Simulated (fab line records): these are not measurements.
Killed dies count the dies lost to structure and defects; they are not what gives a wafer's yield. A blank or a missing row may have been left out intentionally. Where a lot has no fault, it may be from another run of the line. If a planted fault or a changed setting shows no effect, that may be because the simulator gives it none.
Struck lot and sound lot, side by side || flow berkeley-cmos170 || 13 out of 331 route steps
Sound: wafers L898.1, L898.2, L898.6. Wafers struck: L900.1, L900.4, L900.5. The cause is named last.
At each step with rows: each side's tool, then ch and its chambers, then its first start. Under that, the readings that differ: sound wafers || struck wafers || difference of the means || sigmas: that difference in standard deviations of wafers without a fault.
alike: readings whose means differ by less than 2 such deviations, and words and numbers that are the same on both sides. not compared: withheld readings, readings that some wafer has no value for, bounds like >300 that may hide the same value, and numbers for which the record gives no deviation and whose values overlap.
A row with sigmas, a row that says differs or no value, or rows on one side alone: a step with any of these is where the two part. When numbers do not overlap yet have no deviation, they are printed without sigmas and do not part them. A reading that every wafer of one side lacks parts them only if that side has two wafers or more.

first, 1 step without rows for these wafers: UCB170_PFIELD_IMPLANT_07.
UCB170_PFIELD_STRIP_08: strips in O2.
  sound on plasma-asher-02 ch 0,1, day 7 01:02; struck on plasma-asher-03 ch 0,1, day 7 14:17
  alike: drypump-motor-current-A, oes-product-au, strip-time-to-endpoint-s
  not compared: rf-hours-counter-h
UCB170_PFIELD_TW_MEAS_09:
  struck on film-metro-01, day 7 14:23; sound on film-metro-01, day 7 01:08
  alike: PFIELD_TW
then, 2 steps without rows for these wafers: UCB170_FIELD_CLEAN_00 (cleans in dHF, time 7.5 s); UCB170_FIELD_OXIDATION_01 (target thk 558.3 nm, ox time 7200 s).
UCB170_FIELD_THK_MEAS_02:
  struck on film-metro-04, day 7 18:55; sound on film-metro-04, day 7 07:25
  alike: FIELD_OXIDE_THK
then, 4 steps without rows for these wafers: UCB170_FIELD_ANNEAL_03 (time 1200 s); UCB170_FIELD_WET_ETCH_04 (etches SiO2 in dHF, time 60 s); UCB170_FIELD_WET_ETCH_05 (etches Si3N4 in H3PO4, time 12600 s); UCB170_FIELD_WET_ETCH_06 (etches SiO2 in BOE, time 22 s).
UCB170_FIELD_THK_MEAS_90:
  struck on film-metro-03, day 8 05:14; sound on film-metro-04, day 7 15:13
  alike: FIELD_OXIDE_LEFT_1_THK
then, 1 step without rows for these wafers: UCB170_SACOX_CLEAN_00 (cleans in dHF, time 7.5 s).
UCB170_SACOX_OXIDATION_01: target thk 14.4 nm, ox time 2400 s.
  struck on furnace-03, day 8 08:38; sound on furnace-04 ch 0, day 7 17:35
  no value came back on the struck wafers for ox-temp-c (C), ox-temp-c-max; on the sound wafers ox-temp-c (C) reads 900.3 900.2 900.3

== WHERE THEY PART ==
At UCB170_SACOX_OXIDATION_01 and nowhere else, as far as this record goes.

WHY: the cause the simulator had injected
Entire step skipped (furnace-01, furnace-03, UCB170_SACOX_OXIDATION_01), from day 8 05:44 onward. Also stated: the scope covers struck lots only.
